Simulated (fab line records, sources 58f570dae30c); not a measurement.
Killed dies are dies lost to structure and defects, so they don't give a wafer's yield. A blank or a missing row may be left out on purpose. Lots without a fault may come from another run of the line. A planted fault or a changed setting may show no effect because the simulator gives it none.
fab line records | flow berkeley_cmos170
record lots=15 wafers=45 last_day=13
route steps=331 shown PWELL@49 PSD@184 M3@310
lots that met no fault: from a run of the same line without faults
start_h: hours from the record's first day to the start of the lot's first wafer shown | wait_h: hours since the lot's step before | " the same as in the row above | L1.1+2: a row that stands for several wafers | - no value, or no start given | * or withheld: withheld | < > ~ a bound
route shown NAME@n: a module of which the file shows steps, and the number in the route of the first | usual: mean/standard deviation of fault-free wafers | same: alike in all rows | chamber/n: place in a boat | sites: the reading at each site | _std_site: their standard deviation | _edge_site: outer sites' mean less inner sites' | radius_mm: how far each site lies from the wafer's centre | mask NAME#n: copy n | behind: the tool/chamber that last shaped the wafer | hold: why the lot was held/for how many hours/how that ended | device: the transistor (n, p or np) that didn't switch | end of line: the same wafers' tests at the end of the route | a step without rows: its recipe alone | killed: dies lost to structure and defects at the first sort, not the wafer's yield | map: a wafer's dies, x killed, . not, _ none there
set.NAME: the setting as run; set.NAME@STEP: as run at that earlier step | model.NAME: the simulator's own value behind a step, which no gauge read
steps of the route over a sample of lots; a table a step, a row a wafer
services: from which hour (start_h, from the record's first day; less than 0 if before it) a tool's chamber was out of use, for how many hours, and why
## steps
# step UCB170_PWELL_IMPLANT_15
# recipe species=B dose_cm2=5e+12 energy_kev=60 tilt_deg=7
# usual beam_on_s=10.02/0.21 end_station_pressure_torr=5.03e-06/2.4e-07 faraday_current_uA=15.8/0.32
# same implant_ion_amu=11
# columns lot.wafer tool chamber start_h wait_h beam_on_s end_station_pressure_torr faraday_current_uA
L885.1 implanter-04 0 66.02 0.1 10.14 5.21e-06 15.6
L885.3 " 0 " " 10.15 4.97e-06 15.6
L885.5 " 0 " " 9.89 5.08e-06 16.0
L887.3 implanter-03 0 66.11 0.1 10.05 5.46e-06 15.7
L887.5 " 0 " " 10.04 4.78e-06 15.7
L887.6 " 0 " " 10.19 5e-06 15.6
L890.1 implanter-01 0 91.78 0.1 9.81 5.02e-06 16.2
L890.4 " 0 " " 9.32 4.89e-06 16.9
L890.5 " 0 " " 10.15 5.42e-06 15.7
L891.4 implanter-01 0 92.69 0.1 10.38 5.22e-06 15.3
L891.5 " 0 " " 9.98 5.09e-06 15.9
L891.6 " 0 " " 10.28 5.11e-06 15.4
L893.1 implanter-01 0 103.84 0.1 9.67 4.93e-06 16.3
L893.4 " 0 " " 10.11 5.08e-06 15.8
L893.5 " 0 " " 9.72 5.27e-06 16.3
L895.1 implanter-03 0 111.49 0.1 10.27 4.62e-06 15.4
L895.4 " 0 " " 10.30 5.19e-06 15.4
L895.5 " 0 " " 9.62 4.82e-06 16.4
L897.1 implanter-04 0 117.59 0.1 9.80 4.94e-06 16.2
L897.2 " 0 " " 10.02 5.47e-06 15.9
L897.5 " 0 " " 10.13 4.97e-06 15.7
L896.2 implanter-03 0 117.64 0.1 11.76 9.988e-05 13.7
L896.3 " 0 " " 12.36 0.00010136 13.0
L896.6 " 0 " " 11.95 9.52e-05 13.4
L899.1 implanter-03 0 124.08 0.1 12.23 9.577e-05 13.1
L899.3 " 0 " " 12.49 0.00010018 12.9
L899.4 " 0 " " 12.41 9.007e-05 12.9
L902.2 implanter-04 0 145.98 0.1 9.81 5.21e-06 16.2
L902.4 " 0 " " 10.20 5.28e-06 15.6
L902.5 " 0 " " 10.39 5.14e-06 15.3
L903.1 implanter-03 0 150.07 0.1 12.51 9.034e-05 12.8
L903.5 " 0 " " 11.64 9.888e-05 13.8
L903.6 " 0 " " 12.24 9.205e-05 13.0
L905.4 implanter-04 0 160.95 0.1 10.32 5.03e-06 15.4
L905.5 " 0 " " 10.39 4.73e-06 15.3
L905.6 " 0 " " 9.67 5.36e-06 16.3
L904.1 implanter-04 0 161.12 0.1 10.02 4.96e-06 15.8
L904.4 " 0 " " 9.93 4.93e-06 15.9
L904.5 " 0 " " 10.00 4.79e-06 15.8
L906.1 implanter-04 0 168.43 0.1 9.92 4.77e-06 16.0
L906.2 " 0 " " 10.14 4.79e-06 15.7
L906.5 " 0 " " 9.93 4.76e-06 16.0
L908.2 implanter-04 0 175.78 0.1 10.01 5e-06 15.9
L908.3 " 0 " " 10.13 5.02e-06 15.6
L908.6 " 0 " " 9.98 4.72e-06 15.8
# step UCB170_PWELL_TW_MEAS_17
# usual PWELL_TW=378.9/1.9
# columns lot.wafer tool chamber start_h wait_h PWELL_TW
L885.1 film_metro-01 - 66.27 0.1 377.5
L885.3 " - " " 379.5
L885.5 " - " " 379.8
L887.3 film_metro-04 - 66.33 0.1 383.2
L887.5 " - " " 380.7
L887.6 " - " " 380.5
L890.1 film_metro-01 - 92.03 0.1 378.1
L890.4 " - " " 376.6
L890.5 " - " " 376.0
L891.4 film_metro-02 - 92.89 0.1 375.2
L891.5 " - " " 378.3
L891.6 " - " " 376.8
L893.1 film_metro-04 - 104.09 0.1 377.7
L893.4 " - " " 378.1
L893.5 " - " " 379.0
L895.1 film_metro-04 - 111.74 0.1 380.9
L895.4 " - " " 379.6
L895.5 " - " " 377.5
L897.1 film_metro-02 - 117.84 0.1 382.0
L897.2 " - " " 381.3
L897.5 " - " " 378.2
L896.2 film_metro-01 - 117.87 0.1 402.9
L896.3 " - " " 401.2
L896.6 " - " " 404.0
L899.1 film_metro-01 - 124.33 0.1 399.5
L899.3 " - " " 398.0
L899.4 " - " " 398.8
L902.2 film_metro-01 - 146.21 0.1 377.8
L902.4 " - " " 378.6
L902.5 " - " " 379.2
L903.1 film_metro-04 - 150.32 0.1 398.7
L903.5 " - " " 401.1
L903.6 " - " " 398.7
L905.4 film_metro-04 - 161.15 0.1 377.0
L905.5 " - " " 375.1
L905.6 " - " " 374.9
L904.1 film_metro-01 - 161.37 0.1 377.8
L904.4 " - " " 376.6
L904.5 " - " " 377.8
L906.1 film_metro-04 - 168.68 0.1 377.1
L906.2 " - " " 380.1
L906.5 " - " " 379.8
L908.2 film_metro-04 - 176.01 0.1 378.9
L908.3 " - " " 381.4
L908.6 " - " " 380.7
# step UCB170_PSD_STRIP_09
# recipe chemistry=O2 power_w=400 pressure_mtorr=3500 platen_temp_c=withheld o2_flow_sccm=400 overash_fraction=0.5
# usual drypump_motor_current_A=5.81/0.17 oes_product_au=0.603/0.0046 strip_time_to_endpoint_s=29.25/0.079
# columns lot.wafer tool chamber start_h wait_h drypump_motor_current_A oes_product_au rf_hours_counter_h strip_time_to_endpoint_s
L885.1 plasma_asher-01 1 167.10 0.1 5.89 0.600 46 29.31
L885.3 " 0 " " 5.55 0.604 - 29.22
L885.5 " 1 " " 5.90 0.610 - 29.18
L887.3 plasma_asher-02 1 167.63 0.1 5.85 0.613 - 29.36
L887.5 " 0 " " 5.77 0.600 - 29.39
L887.6 " 1 " " 5.88 0.610 - 29.39
L891.4 plasma_asher-03 0 197.29 0.1 6.06 0.597 - 29.30
L891.5 " 1 " " 5.71 0.595 - 29.26
L891.6 " 0 " " 6.07 0.596 - 29.31
L890.1 plasma_asher-01 0 197.54 0.1 5.56 0.609 50 29.17
L890.4 " 0 " " 5.54 0.599 - 29.16
L890.5 " 1 " " 5.85 0.604 - 29.16
L893.1 plasma_asher-01 1 211.62 0.1 5.85 0.605 51 29.24
L893.4 " 0 " " 5.57 0.605 - 29.23
L893.5 " 0 " " 5.57 0.594 - 29.20
L897.1 plasma_asher-03 1 212.01 0.1 5.70 0.595 46 29.33
L897.2 " 0 " " 6.10 0.605 46 29.26
L897.5 " 1 " " 5.72 0.607 - 29.23
L895.1 plasma_asher-01 0 212.35 0.1 5.56 0.605 51 29.31
L895.4 " 0 " " 5.56 0.601 - 29.32
L895.5 " 1 " " 5.86 0.600 - 29.30
L899.1 plasma_asher-03 0 223.60 0.1 6.04 0.604 48 29.31
L899.3 " 1 " " 5.69 0.599 - 29.30
L899.4 " 0 " " 6.05 0.606 - 29.27
L896.2 plasma_asher-03 0 223.88 0.1 6.07 0.606 48 29.15
L896.3 " 1 " " 5.67 0.602 - 29.15
L896.6 " 0 " " 6.07 0.605 - 29.16
L903.1 plasma_asher-02 1 245.93 0.1 5.89 0.608 15 29.20
L903.5 " 1 " " 5.88 0.610 - 29.22
L903.6 " 0 " " 5.77 0.602 - 29.22
L902.2 plasma_asher-01 0 246.55 0.1 5.56 0.601 56 29.33
L902.4 " 0 " " 5.56 0.601 - 29.40
L902.5 " 0 " " 5.57 0.609 - 29.39
L904.1 plasma_asher-01 1 266.48 0.1 5.80 0.604 58 29.17
L904.4 " 0 " " 5.57 0.605 - 29.14
L904.5 " 1 " " 5.90 0.604 - 29.15
L905.4 plasma_asher-03 0 266.60 0.1 6.06 0.609 - 29.29
L905.5 " 1 " " 5.68 0.603 - 29.14
L905.6 " 0 " " 6.04 0.600 - 29.25
L908.2 plasma_asher-01 0 276.79 0.1 5.56 0.595 59 29.22
L908.3 " 1 " " 5.90 0.600 - 29.17
L908.6 " 0 " " 5.57 0.601 - 29.17
L906.1 plasma_asher-01 0 283.42 0.1 5.58 0.608 59 29.38
L906.2 " 1 " " 5.86 0.596 59 29.25
L906.5 " 0 " " 5.57 0.596 - 29.21
# step UCB170_M3_SPUTTER_01
# recipe material=Al target_thk_nm=900 time_s=120 power_w=5929 chamber_pressure_pa=0.5
# usual throttle_valve_pct=30.1/1
# columns lot.wafer tool chamber start_h wait_h throttle_valve_pct
L885.1 pvd_sputter-01 - 196.05 0.0 29.5
L885.3 " - " " 30.0
L885.5 " - " " 29.8
L887.3 pvd_sputter-01 - 197.30 0.0 32.3
L887.5 " - " " 29.8
L887.6 " - " " 30.1
L891.4 pvd_sputter-01 - 219.31 0.0 32.3
L891.5 " - " " 29.9
L891.6 " - " " 30.3
L890.1 pvd_sputter-03 - 219.87 0.0 29.0
L890.4 " - " " 31.3
L890.5 " - " " 31.8
L893.1 pvd_sputter-03 - 235.16 0.0 28.9
L893.4 " - " " 31.9
L893.5 " - " " 30.9
L897.1 pvd_sputter-02 - 236.96 0.0 29.0
L897.2 " - " " 30.0
L897.5 " - " " 30.1
L895.1 pvd_sputter-03 - 238.34 0.0 29.2
L895.4 " - " " 30.6
L895.5 " - " " 29.0
L899.1 pvd_sputter-02 - 245.41 0.0 30.2
L899.3 " - " " 28.9
L899.4 " - " " 30.5
L896.2 pvd_sputter-01 - 245.69 0.0 29.6
L896.3 " - " " 30.0
L896.6 " - " " 29.9
L903.1 pvd_sputter-02 - 269.23 0.0 30.4
L903.5 " - " " 29.9
L903.6 " - " " 28.9
L902.2 pvd_sputter-02 - 271.50 0.0 30.0
L902.4 " - " " 29.2
L902.5 " - " " 30.3
L904.1 pvd_sputter-01 - 293.15 0.0 30.2
L904.4 " - " " 29.8
L904.5 " - " " 32.3
L905.4 pvd_sputter-03 - 294.18 0.0 31.0
L905.5 " - " " 29.0
L905.6 " - " " 30.9
L908.2 pvd_sputter-03 - 300.76 0.0 30.7
L908.3 " - " " 31.5
L908.6 " - " " 30.9
L906.1 pvd_sputter-02 - 308.75 0.0 29.2
L906.2 " - " " 29.8
L906.5 " - " " 29.2
# step UCB170_M3_THK_MEAS_03
# recipe thk_meas_gauge=xrf reads=Al_of_M3_SPUTTER_01
# usual M3_AL_THK=887/9.4
# columns lot.wafer tool chamber start_h wait_h M3_AL_THK[nm]
L885.1 film_metro-04 - 196.26 0.1 886
L885.3 " - " " 898
L885.5 " - " " 893
L887.3 film_metro-04 - 197.52 0.1 887
L887.5 " - " " 892
L887.6 " - " " 894
L891.4 film_metro-04 - 219.50 0.1 893
L891.5 " - " " 895
L891.6 " - " " 897
L890.1 film_metro-03 - 220.08 0.1 882
L890.4 " - " " 874
L890.5 " - " " 880
L893.1 film_metro-02 - 235.37 0.1 883
L893.4 " - " " 873
L893.5 " - " " 890
L897.1 film_metro-02 - 237.17 0.1 877
L897.2 " - " " 879
L897.5 " - " " 879
L895.1 film_metro-02 - 238.54 0.1 892
L895.4 " - " " 890
L895.5 " - " " 888
L899.1 film_metro-04 - 245.61 0.1 883
L899.3 " - " " 891
L899.4 " - " " 872
L896.2 film_metro-02 - 245.90 0.1 892
L896.3 " - " " 882
L896.6 " - " " 886
L903.1 film_metro-03 - 269.43 0.1 878
L903.5 " - " " 888
L903.6 " - " " 895
L902.2 film_metro-04 - 271.72 0.1 904
L902.4 " - " " 895
L902.5 " - " " 891
L904.1 film_metro-03 - 293.36 0.1 888
L904.4 " - " " 884
L904.5 " - " " 892
L905.4 film_metro-03 - 294.41 0.1 889
L905.5 " - " " 888
L905.6 " - " " 891
L908.2 film_metro-02 - 300.97 0.1 894
L908.3 " - " " 882
L908.6 " - " " 890
L906.1 film_metro-03 - 308.95 0.1 878
L906.2 " - " " 880
L906.5 " - " " 895
## services
# columns tool chamber start_h hours kind
pvd_sputter-01 - 53.79 2.0 repair
implanter-01 - 59.99 1.9 repair
pvd_sputter-01 - 64.66 0.9 repair
implanter-03 - 87.39 1.5 repair
implanter-04 - 89.44 2.6 repair
plasma_asher-02 - 108.75 9.0 pm
plasma_asher-02 0 108.75 9.0 vent_cycle
plasma_asher-02 1 108.75 9.0 vent_cycle
pvd_sputter-02 - 116.15 2.0 repair
implanter-01 - 119.36 106.0 repair
implanter-04 - 120.71 1.9 repair
implanter-04 - 148.27 1.6 repair
plasma_asher-01 - 163.75 0.8 repair
implanter-01 - 165.80 0.8 repair
plasma_asher-01 - 169.57 2.2 repair
implanter-01 - 212.26 3.3 repair
implanter-04 - 220.46 1.4 repair
implanter-03 - 225.70 3.2 repair
implanter-04 - 234.91 0.7 repair
plasma_asher-02 - 254.88 3.2 repair
implanter-01 - 263.85 0.9 repair
implanter-01 - 269.91 0.5 repair
pvd_sputter-02 - 274.51 0.8 repair
pvd_sputter-01 - 283.59 2.1 repair
## key
first_sign step=UCB170_PWELL_IMPLANT_15 reading=end_station_pressure_torr direction=up sigmas=99+ usual=5.03e-06 struck=9.597e-05
effect step=UCB170_PWELL_IMPLANT_15 reading=beam_on_s direction=up sigmas=10 usual=10.02 struck=12.18
effect step=UCB170_PWELL_TW_MEAS_17 reading=PWELL_TW direction=up sigmas=11 usual=378.9 struck=400.3
met_at UCB170_PWELL_IMPLANT_15
struck_lots L896,L899,L903
sort_left_out L899.1,L899.3,L899.4
tester_left_out L896,L899,L903
not_acting_at UCB170_PSD_STRIP_09,UCB170_M3_SPUTTER_01,UCB170_M3_THK_MEAS_03
onset_between 111.49 117.64
fault kind=process_parameter_drift tool=implanter-03 chamber=- onset_h=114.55 steps=UCB170_PWELL_IMPLANT_15 channel=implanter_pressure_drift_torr offset=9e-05 shape=step end_h=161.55
fault kind=process_parameter_drift tool=implanter-03 chamber=- onset_h=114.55 steps=UCB170_PWELL_IMPLANT_15 channel=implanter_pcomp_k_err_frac offset=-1 shape=step end_h=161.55
# tester_left_out: of these lots the tester's yield and bins aren't shown, on N5 and GAA mostly nor the transistor test; their killed dies are dies lost to structure and defects alone, not to doping, threshold or leakage, so they don't give the yield
# sort_left_out: the simulated sort isn't trusted on such a fault, so these wafers' sort isn't shown, and their yield isn't known
